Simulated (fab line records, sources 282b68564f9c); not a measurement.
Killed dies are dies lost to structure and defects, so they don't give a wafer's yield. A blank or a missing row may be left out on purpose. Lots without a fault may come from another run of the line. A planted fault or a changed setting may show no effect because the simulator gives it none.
Which tool did it? | flow rit_cmos | 13 lots, 39 wafers sampled, at 2 steps of a route of 202

WHAT THE GAUGES READ, wafer by wafer
The record holds no reading of a measuring or inspecting step that can be judged against a usual standard deviation.

WHICH TOOL RAN EACH LOT (tool, then ch and the chambers of the sampled wafers, then the start)
lot  | RIT_SPACER_ETCHBACK_05            | RIT_M1_PROBE_99
L431 | rie_diel-04 ch 0,1,3, day 3 00:47 | -
L432 | rie_diel-01 ch 1,2,3, day 3 07:14 | -
L434 | rie_diel-01 ch 1,2, day 3 19:20   | -
L435 | rie_diel-04 ch 0,1,3, day 3 23:47 | -
L436 | rie_diel-02 ch 0,2,3, day 4 03:40 | -
L441 | rie_diel-04 ch 0,2, day 5 05:14   | -
L445 | rie_diel-01 ch 0,3, day 6 00:46   | -
L447 | rie_diel-01 ch 0,2, day 6 10:46   | prober-01, day 6 22:39
L449 | rie_diel-01 ch 0,3, day 6 20:14   | -
L451 | rie_diel-02 ch 1,3, day 7 03:41   | -
L452 | rie_diel-01 ch 0,2,3, day 7 09:50 | -
L453 | rie_diel-02 ch 0,2,3, day 7 17:47 | -
L454 | rie_diel-04 ch 1,3, day 7 19:25   | -
- RIT_SPACER_ETCHBACK_05: etches Si3N4 in SF6/CHF3, stops on SiO2, target depth 250 nm, time 240 s.
- RIT_M1_PROBE_99

WHAT THE TOOLS THEMSELVES READ (means of the sampled wafers that have a number; where no wafer has one, the mark that the record gives instead)
RIT_SPACER_ETCHBACK_05.
lot  | tool        | drypump_motor_current_A (A) | oes_product_au (a.u.) | run_length_s (s) | throttle_valve_pct (%)
L431 | rie_diel-04 | 6.0                         | 0.834                 | 268.4            | 10.45
L432 | rie_diel-01 | 5.6                         | 0.821                 | 268.1            | 10.35
L434 | rie_diel-01 | 5.7                         | 0.825                 | 268.5            | 10.32
L435 | rie_diel-04 | 6.1                         | 0.835                 | 268.4            | 10.44
L436 | rie_diel-02 | 5.5                         | 0.824                 | 268.2            | 10.25
L441 | rie_diel-04 | 5.5                         | 0.886                 | 256.4            | 10.38
L445 | rie_diel-01 | 6.0                         | 0.831                 | 268.4            | 10.34
L447 | rie_diel-01 | 6.2                         | 0.824                 | 268.4            | 10.27
L449 | rie_diel-01 | 6.0                         | 0.822                 | 268.3            | 10.34
L451 | rie_diel-02 | 5.4                         | 0.834                 | 268.2            | 10.27
L452 | rie_diel-01 | 6.1                         | 0.825                 | 268.5            | 10.30
L453 | rie_diel-02 | 5.5                         | 0.822                 | 268.0            | 10.24
L454 | rie_diel-04 | 5.9                         | 0.818                 | 268.6            | 10.47

RIT_M1_PROBE_99.
lot  | tool      | killed_at_contacts | killed_at_front_end | killed_dies | killed_open | killed_short
L447 | prober-01 | 0.0                | 7.0                 | 7.0         | 4.0         | 2.7

THE ANSWER, worked out from the rows above alone
Rule: what is usual is taken from the lots themselves. Put in order of their means at a reading, lots are off if they are a third of the lots or fewer, leave a main group of 4 or more, and stand apart from it by a gap of 3 or more times the standard deviation of the main group's means; of several such gaps the widest counts. A main group whose means are all the same, to the digits that the tables above print for the reading, isn't used. A lot without any number at a reading at which 4 lots or more have one is off too. The other lots that the step has rows for count as sound. The gauges are gone through in route order, then the tools' own readings, and for those a lot's mean is taken as printed above. The first step at which some lot is off is used, and at that step the reading that is off furthest; a lot without a number counts as furthest.
Off: L441, at RIT_SPACER_ETCHBACK_05 (run_length_s). The main group: mean 268.3 s, standard deviation 0.17.
A tool fits if, at that step or a process step before it, it ran every lot that is off, and no sound lot after the first of them. None of those tried fits.

WHAT THE SIMULATOR HAD PUT IN
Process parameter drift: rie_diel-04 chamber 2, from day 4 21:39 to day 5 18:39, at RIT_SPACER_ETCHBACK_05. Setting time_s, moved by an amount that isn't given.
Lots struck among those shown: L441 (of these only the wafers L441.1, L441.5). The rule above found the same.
